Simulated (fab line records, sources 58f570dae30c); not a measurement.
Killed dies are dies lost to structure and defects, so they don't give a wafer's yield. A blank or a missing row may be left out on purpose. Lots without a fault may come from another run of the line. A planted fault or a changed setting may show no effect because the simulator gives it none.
Which tool did it? | flow berkeley_cmos170 | 7 lots, 21 wafers sampled, at 4 steps of a route of 331

WHAT THE GAUGES READ, wafer by wafer
UCB170_GATE_THK_MEAS_05.
lot  | measured     | on            | GATE_POLY_THK (nm)
L467 | day 6 16:33  | film_metro-03 | 213.3 214.2 213.0
L470 | day 7 02:25  | film_metro-03 | 208.3 211.3 209.5
L474 | day 8 03:38  | film_metro-01 | 211.9 215.0 213.1
L476 | day 8 10:09  | film_metro-03 | 207.5 210.6 208.1
L481 | day 9 21:46  | film_metro-04 | 251.2 254.4 257.1
L483 | day 10 05:31 | film_metro-04 | 239.8 231.9 218.9
L485 | day 10 10:58 | film_metro-03 | 211.6 212.5 211.7

WHICH TOOL RAN EACH LOT (tool, then ch and the chambers of the sampled wafers, then the start)
lot  | UCB170_ZERO_STRIP_07                | UCB170_NVT_STRIP_08                  | UCB170_GATE_CVD_04
L467 | plasma_asher-04 ch 0,1, day 2 13:56 | plasma_asher-04 ch 0,1, day 6 04:45  | lpcvd-01 ch 0, day 6 14:26
L470 | plasma_asher-04 ch 0,1, day 3 05:19 | plasma_asher-02 ch 0,1, day 6 11:21  | lpcvd-01 ch 1, day 7 00:59
L474 | plasma_asher-01 ch 1, day 4 01:20   | plasma_asher-03 ch 0,1, day 7 13:20  | lpcvd-02 ch 0, day 8 02:14
L476 | plasma_asher-04 ch 0,1, day 4 12:22 | plasma_asher-02 ch 0,1, day 7 23:43  | lpcvd-02 ch 0, day 8 08:43
L481 | plasma_asher-04 ch 0,1, day 5 16:03 | plasma_asher-04 ch 0,1, day 9 09:07  | lpcvd-01 ch 0, day 9 20:22
L483 | plasma_asher-01 ch 0,1, day 5 22:20 | plasma_asher-03 ch 0, day 9 19:26    | lpcvd-01 ch 1, day 10 04:05
L485 | plasma_asher-01 ch 0,1, day 6 07:34 | plasma_asher-03 ch 0,1, day 10 00:04 | lpcvd-02 ch 0, day 10 09:34
- UCB170_ZERO_STRIP_07: strips in O2.
- UCB170_NVT_STRIP_08: strips in O2.
- UCB170_GATE_CVD_04: deposits poly-Si from SiH4, time 1440 s, target thk 214 nm.

THE ANSWER, worked out from the rows above alone
Rule: what is usual is taken from the lots themselves. Put in order of their means at a reading, lots are off if they are a third of the lots or fewer, leave a main group of 4 or more, and stand apart from it by a gap of 3 or more times the standard deviation of the main group's means; of several such gaps the widest counts. A main group whose means are all the same, to the digits that the tables above print for the reading, isn't used. A lot without any number at a reading at which 4 lots or more have one is off too. The other lots that the step has rows for count as sound.
Off: L481, L483, at UCB170_GATE_THK_MEAS_05 (GATE_POLY_THK). The main group: mean 211.4 nm, standard deviation 1.9.
A tool fits if, at a process step before that reading, it ran every lot that is off, and no sound lot after the first of them. The gauges at UCB170_GATE_THK_MEAS_05 are tried like those tools. Can't be told from this: 2 tools fit, lpcvd-01 at UCB170_GATE_CVD_04, film_metro-04 at UCB170_GATE_THK_MEAS_05.

WHAT THE SIMULATOR HAD PUT IN
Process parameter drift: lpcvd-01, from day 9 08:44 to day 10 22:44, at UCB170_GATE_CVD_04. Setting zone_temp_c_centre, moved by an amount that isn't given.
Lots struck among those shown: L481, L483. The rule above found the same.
